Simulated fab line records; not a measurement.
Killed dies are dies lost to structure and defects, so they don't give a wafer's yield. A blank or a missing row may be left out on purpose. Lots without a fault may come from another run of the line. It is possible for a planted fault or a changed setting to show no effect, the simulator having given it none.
Lot-split experiment | flow berkeley cmos170 | 5 lots, 23 wafers read, on a route of 331 steps

THE SPLIT
At UCB170_ZERO_COAT_01 (resist thk 900 nm), the setting spin rpm was moved away from the recipe's 1500 rpm on 5 of the 23 wafers read, by +4.3% to +6.9%. All remaining wafers had this setting at the recipe value.

Reading taken at the split's own step.

THE READING
KrF_of_ZERO_COAT_01.thk nm (the simulator's own value, which no gauge read), in nm, at UCB170_ZERO_COAT_01 (resist thk 900 nm). The file gives no usual value for it. Average 897.9 nm, standard deviation 3.1 nm, over the 18 wafers here run with the recipe.

wafer  | tool, chamber at the split | spin rpm as run, rpm | against the recipe | KrF_of_ZERO_COAT_01.thk nm, nm | against lot-mates on the recipe
L077.3 | litho track-02, 0          | 1500                 | recipe             | 892.6                          | -
L077.4 | litho track-02, 0          | 1500                 | recipe             | 892.9                          | -
L077.6 | litho track-02, 0          | 1500                 | recipe             | 892.4                          | -
L078.1 | litho track-04, 0          | 1564                 | +4.3%              | 878.9                          | -20.4
L078.2 | litho track-04, 0          | 1500                 | recipe             | 899.9                          | -
L078.3 | litho track-04, 0          | 1564                 | +4.3%              | 877.1                          | -22.2
L078.4 | litho track-04, 0          | 1500                 | recipe             | 898.8                          | -
L078.6 | litho track-04, 0          | 1564                 | +4.3%              | 880.2                          | -19.1
L081.1 | litho track-02, 0          | 1500                 | recipe             | 896.3                          | -
L081.2 | litho track-02, 0          | 1500                 | recipe             | 898.3                          | -
L081.4 | litho track-02, 0          | 1500                 | recipe             | 897.2                          | -
L081.5 | litho track-02, 0          | 1500                 | recipe             | 895.4                          | -
L081.6 | litho track-02, 0          | 1500                 | recipe             | 895.5                          | -
L080.2 | litho track-01, 0          | 1603                 | +6.9%              | 870.8                          | -29.5
L080.3 | litho track-01, 0          | 1500                 | recipe             | 899.4                          | -
L080.4 | litho track-01, 0          | 1603                 | +6.9%              | 872                            | -28.3
L080.5 | litho track-01, 0          | 1500                 | recipe             | 901.2                          | -
L080.6 | litho track-01, 0          | 1500                 | recipe             | 900.3                          | -
L082.2 | litho track-04, 0          | 1500                 | recipe             | 899.4                          | -
L082.3 | litho track-04, 0          | 1500                 | recipe             | 901.8                          | -
L082.4 | litho track-04, 0          | 1500                 | recipe             | 901.8                          | -
L082.5 | litho track-04, 0          | 1500                 | recipe             | 896.8                          | -
L082.6 | litho track-04, 0          | 1500                 | recipe             | 902.1                          | -

FIT RESULTS
A straight line over all 23 wafers: KrF_of_ZERO_COAT_01.thk nm changes by -4.07 nm for each +1% of spin rpm; r = -0.95; the points scatter about the line by 3 nm.
The same after taking each lot's own level away (the mean of its wafers on the recipe; 23 wafers): -4.42 nm for each +1%; r = -0.99; scatter 1.5 nm.
Per that fit: largest spin rpm move, reading shift of 30 nm.
Across the lots, their own levels run from 892.63 to 900.38 nm, a range of 2.5 times the standard deviation given above.
Consequently the slope shifts little with the lot-to-lot level, the two slopes agreeing.
Check: for one of the wafers moved furthest among these (+6.9%), held out of the fit, the line's prediction against its lot-mates is -30.9 nm. Against them it came out at -29.5 nm.

THE WHOLE CHAIN: every reading that the file lists as answering this split, in the file's order
step                 | what it does      | reading                                                                     | change (the file's fit)              | r (the file's)
UCB170_ZERO_COAT_01  | resist thk 900 nm | KrF_of_ZERO_COAT_01.thk nm (the simulator's own value, which no gauge read) | -4.38 nm for each +1% of the setting | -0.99
UCB170_ZERO_STRIP_07 | strips in O2      | strip time to endpoint s                                                    | withheld for each +1% of the setting | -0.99

FILE'S OWN FIT
KrF_of_ZERO_COAT_01.thk nm changes by -4.38 nm for each +1% of spin rpm, r = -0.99.
